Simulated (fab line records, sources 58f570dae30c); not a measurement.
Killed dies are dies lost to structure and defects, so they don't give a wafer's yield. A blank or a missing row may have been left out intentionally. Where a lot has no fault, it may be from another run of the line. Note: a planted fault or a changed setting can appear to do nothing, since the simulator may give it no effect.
Comparing a struck lot with a sound one / flow berkeley_cmos170 / 17 out of 331 route steps
Sound: wafers L459.4, L459.5, L459.6. The struck wafers were L472.1, L472.3, L472.6. The cause comes at the end.
For every step that has rows: the tool of each side, followed by ch and its chambers, followed by its first start. Under that, the readings that differ: sound wafers / struck wafers / difference of the means / sigmas: that difference in standard deviations of wafers without a fault.
alike: readings whose means differ by less than 2 such deviations, and words and numbers that are the same on both sides. not compared: withheld readings, readings that some wafer has no value for, bounds like >300 that may hide the same value, and numbers for which the record gives no deviation and whose values overlap.
Wherever a step has rows on one side only, a row that says differs or no value, or a row with sigmas, the two part there. Non-overlapping numbers with no deviation appear without sigmas and do not part them. A reading missing from all wafers of one side parts the sides only when that side holds two or more wafers.

first, 1 step without rows for these wafers: UCB170_M3_SOFTBAKE_06 (time 60 s).
UCB170_M3_STRIP_07: strips in O2.
  sound on plasma_asher-04 ch 0,1, day 8 05:11; struck on plasma_asher-02 ch 0,1, day 11 15:58
  alike: drypump_motor_current_A, o2_flow_sccm, oes_product_au, strip_time_to_endpoint_s
  not compared: rf_hours_counter_h
then, 7 steps without rows for these wafers: UCB170_M3_STRIP_08 (strips KrF in DMSO, time 600 s); UCB170_M3_COAT_09; UCB170_M3_COAT_10 (resist thk 900 nm); UCB170_M3_SOFTBAKE_11 (time 60 s); UCB170_M3_EXPOSE_12 (exposes mask METAL3, target cd 700 nm); UCB170_M3_PEB_13; UCB170_M3_DEVELOP_14 (develop time 45 s).
UCB170_M3_CD_MEAS_15 targets a cd of 700 nm.
  struck on cd_sem-01, day 11 17:06; sound on cd_sem-02, day 8 06:29
  alike: cd_nm
UCB170_M3_OVL_MEAS_16:
  struck on overlay-01, day 11 17:13; sound on overlay-02, day 8 06:34
  alike: M3_OVL
UCB170_M3_ETCH_17: etches BARC in N2/H2.
  sound on rie_diel-01 ch 0,1,2, day 8 06:35; struck on rie_diel-02 ch 1,2,3, day 11 17:15
  alike: drypump_motor_current_A, oes_product_au, throttle_valve_pct
UCB170_M3_METAL_ETCH_18: etches Al in Cl2/BCl3, stops on SiO2, target depth 1170 nm, time 195 s.
  sound on rie_metal-03 ch 0,1, day 8 06:41; struck on rie_metal-04 ch 0,1, day 11 17:18
reading=model.KrF_of_M3_COAT_10.thk_nm (nm); sound=215.3 217.2 212.4; struck=0 0 0; difference=-215; sigmas=
reading=model.M3.feature_depth_nm (nm); sound=962.6 970.6 979.5; struck=984.3 983 986.2; difference=+13.6; sigmas=
reading=model.SiO2_of_V2_CVD_00.thk_nm (nm); sound=940.4 941.4 938.8; struck=912.5 913.5 908.2; difference=-28.8; sigmas=
  alike: drypump_motor_current_A, oes_product_au, throttle_valve_pct
  not compared: rf_hours_counter_h
UCB170_M3_STRIP_19: strips in O2.
  sound on plasma_asher-04 ch 0,1, day 8 06:51; struck on plasma_asher-01 ch 0, day 11 17:29
reading=oes_product_au (a.u.); sound=0.553 0.552 0.547; struck=0.317 0.317 0.304; difference=-0.238; sigmas=-17
  alike: drypump_motor_current_A, o2_flow_sccm
  not compared: rf_hours_counter_h
UCB170_M3_CD_MEAS_90 targets a cd of 700 nm.
  struck on cd_sem-02, day 11 17:35; sound on cd_sem-01, day 8 06:59
reading=cd_nm (nm); sound=697 697 694; struck=684 682 683; difference=-13; sigmas=-4
UCB170_M3_BOW_MEAS_20:
  struck on film_metro-03, day 11 17:42; sound on film_metro-04, day 8 07:07
  alike: M3_BOW
UCB170_M3_PROBE_99:
  struck on prober-01, day 11 17:49; sound on prober-01, day 8 07:19
reading=model.etest.antenna_m3.vt_shift_v (V); sound=-0.01266 -0.01362 -0.01592; struck=-0.02313 -0.02601 -0.02898; difference=-0.01197; sigmas=

WHERE THEY PART
Last at UCB170_M3_CD_MEAS_90 as far as this record goes, first at UCB170_M3_STRIP_19. Later steps at which nothing parts them and some readings are alike: UCB170_M3_BOW_MEAS_20.

WHY: the cause the simulator had injected
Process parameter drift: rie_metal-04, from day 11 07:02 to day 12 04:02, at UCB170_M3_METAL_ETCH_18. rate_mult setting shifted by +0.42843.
